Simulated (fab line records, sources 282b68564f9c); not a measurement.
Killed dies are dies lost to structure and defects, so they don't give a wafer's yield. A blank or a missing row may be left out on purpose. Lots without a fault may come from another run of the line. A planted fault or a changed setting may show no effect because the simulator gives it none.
Which tool did it? | flow rit_cmos | 13 lots, 39 wafers sampled, at 4 steps of a route of 202

WHAT THE GAUGES READ, wafer by wafer
RIT_NRETRO_OVL_MEAS_06. Usual: NRETRO_OVL 0.1 nm, standard deviation 1.7.
lot  | measured    | on         | NRETRO_OVL (nm) | flag
L193 | day 2 06:41 | overlay-01 | -0.9 -1.8 0.3   |
L194 | day 2 12:45 | overlay-01 | 0.8 -0.6 0.8    |
L195 | day 2 16:56 | overlay-02 | 0.9 -0.2 1.8    |
L196 | day 2 22:08 | overlay-01 | -0.2 -1.0 -1.1  |
L198 | day 3 09:40 | overlay-02 | -2.5 -0.8 0.8   |
L199 | day 3 15:02 | overlay-02 | -1.9 -0.8 -3.5  |
L200 | day 3 17:25 | overlay-01 | -0.5 -2.2 -2.3  |
L201 | day 3 22:25 | overlay-01 | - - -           | OFF
L205 | day 4 21:55 | overlay-02 | -0.4 -3.4 -2.5  |
L208 | day 5 12:08 | overlay-01 | 0.6 1.8 0.1     |
L213 | day 6 10:56 | overlay-02 | -2.8 -0.6 -0.4  |
L215 | day 6 22:38 | overlay-02 | 1.3 2.1 0.8     |
L216 | day 7 04:16 | overlay-01 | -2.2 -1.5 -1.5  |

RIT_NRETRO_TW_MEAS_10. Usual: NRETRO_TW 1067, standard deviation 5.9.
lot  | measured    | on            | NRETRO_TW      | flag
L193 | day 2 07:26 | film_metro-03 | 1066 1071 1071 |
L194 | day 2 13:22 | film_metro-02 | 1066 1068 1059 |
L195 | day 2 17:33 | film_metro-03 | 1063 1061 1070 |
L196 | day 2 22:45 | film_metro-02 | 1064 1068 1064 |
L198 | day 3 10:17 | film_metro-04 | 1066 1066 1065 |
L199 | day 3 15:39 | film_metro-03 | 1064 1062 1058 |
L200 | day 3 18:01 | film_metro-02 | 1065 1063 1062 |
L201 | day 3 23:12 | film_metro-02 | 30 30 30       | OFF
L205 | day 4 22:32 | film_metro-03 | 1062 1059 1065 |
L208 | day 5 12:45 | film_metro-02 | 1069 1072 1074 |
L213 | day 6 11:34 | film_metro-04 | 1080 1079 1075 |
L215 | day 6 23:15 | film_metro-02 | 1072 1075 1079 |
L216 | day 7 04:53 | film_metro-03 | 1062 1062 1064 |

RIT_PRETRO_TW_MEAS_10. Usual: PRETRO_TW 482, standard deviation 4.1.
lot  | measured    | on            | PRETRO_TW      | flag
L193 | day 2 09:07 | film_metro-03 | 486 484 481    |
L194 | day 2 14:55 | film_metro-03 | 484 486 483    |
L195 | day 2 19:06 | film_metro-02 | 484 483 480    |
L196 | day 3 00:19 | film_metro-01 | 475 474 476    |
L198 | day 3 11:50 | film_metro-02 | 486 483 483    |
L199 | day 3 17:24 | film_metro-01 | 476 475 474    |
L200 | day 3 19:40 | film_metro-01 | 477 474 473    |
L201 | day 4 00:55 | film_metro-02 | 1095 1093 1093 | OFF
L205 | day 5 00:12 | film_metro-02 | 484 484 486    |
L208 | day 5 14:25 | film_metro-02 | 480 485 483    |
L213 | day 6 13:27 | film_metro-01 | 476 478 478    |
L215 | day 7 00:48 | film_metro-02 | 484 487 487    |
L216 | day 7 06:26 | film_metro-03 | 481 484 480    |

WHICH TOOL RAN EACH LOT (tool, then ch and the chambers of the sampled wafers, then the start)
lot  | RIT_NRETRO_EXPOSE_03
L193 | iline_stepper-02 ch 0, day 2 06:17
L194 | iline_stepper-01 ch 0, day 2 12:19
L195 | iline_stepper-01 ch 0, day 2 16:31
L196 | iline_stepper-02 ch 0, day 2 21:43
L198 | iline_stepper-01 ch 0, day 3 09:15
L199 | iline_stepper-01 ch 0, day 3 14:37
L200 | iline_stepper-02 ch 0, day 3 16:59
L201 | iline_stepper-02 ch 0, day 3 21:59
L205 | iline_stepper-01 ch 0, day 4 21:30
L208 | iline_stepper-02 ch 0, day 5 11:43
L213 | iline_stepper-02 ch 0, day 6 10:32
L215 | iline_stepper-02 ch 0, day 6 22:03
L216 | iline_stepper-02 ch 0, day 7 03:51
- RIT_NRETRO_EXPOSE_03: exposes mask M4, target cd 43900 nm.

WHAT THE TOOLS THEMSELVES READ (means of the sampled wafers that have a number; where no wafer has one, the mark that the record gives instead)
The record holds no such reading with a usual standard deviation.

THE ANSWER, worked out from the rows above alone
Rule: a lot is off if the mean of its wafers that have a number lies more than 3 standard deviations from the usual mean. A lot without any number at a reading at which 4 lots or more have one is off too. The other lots that the step has rows for count as sound. The gauges are gone through in route order, then the tools' own readings, and for those a lot's mean is taken as printed above. The first step at which some lot is off is used, and at that step the reading that is off furthest; a lot without a number counts as furthest.
Off: L201, at RIT_NRETRO_OVL_MEAS_06 (NRETRO_OVL). Without a number there: L201.
A tool fits if, at a process step before that reading, it ran every lot that is off, and no sound lot after the first of them. The gauges at RIT_NRETRO_OVL_MEAS_06 aren't tried: what is off there is off at RIT_NRETRO_TW_MEAS_10 too, on other tools, and a gauge's error can't cause that. None of those tried fits.

WHAT THE SIMULATOR HAD PUT IN
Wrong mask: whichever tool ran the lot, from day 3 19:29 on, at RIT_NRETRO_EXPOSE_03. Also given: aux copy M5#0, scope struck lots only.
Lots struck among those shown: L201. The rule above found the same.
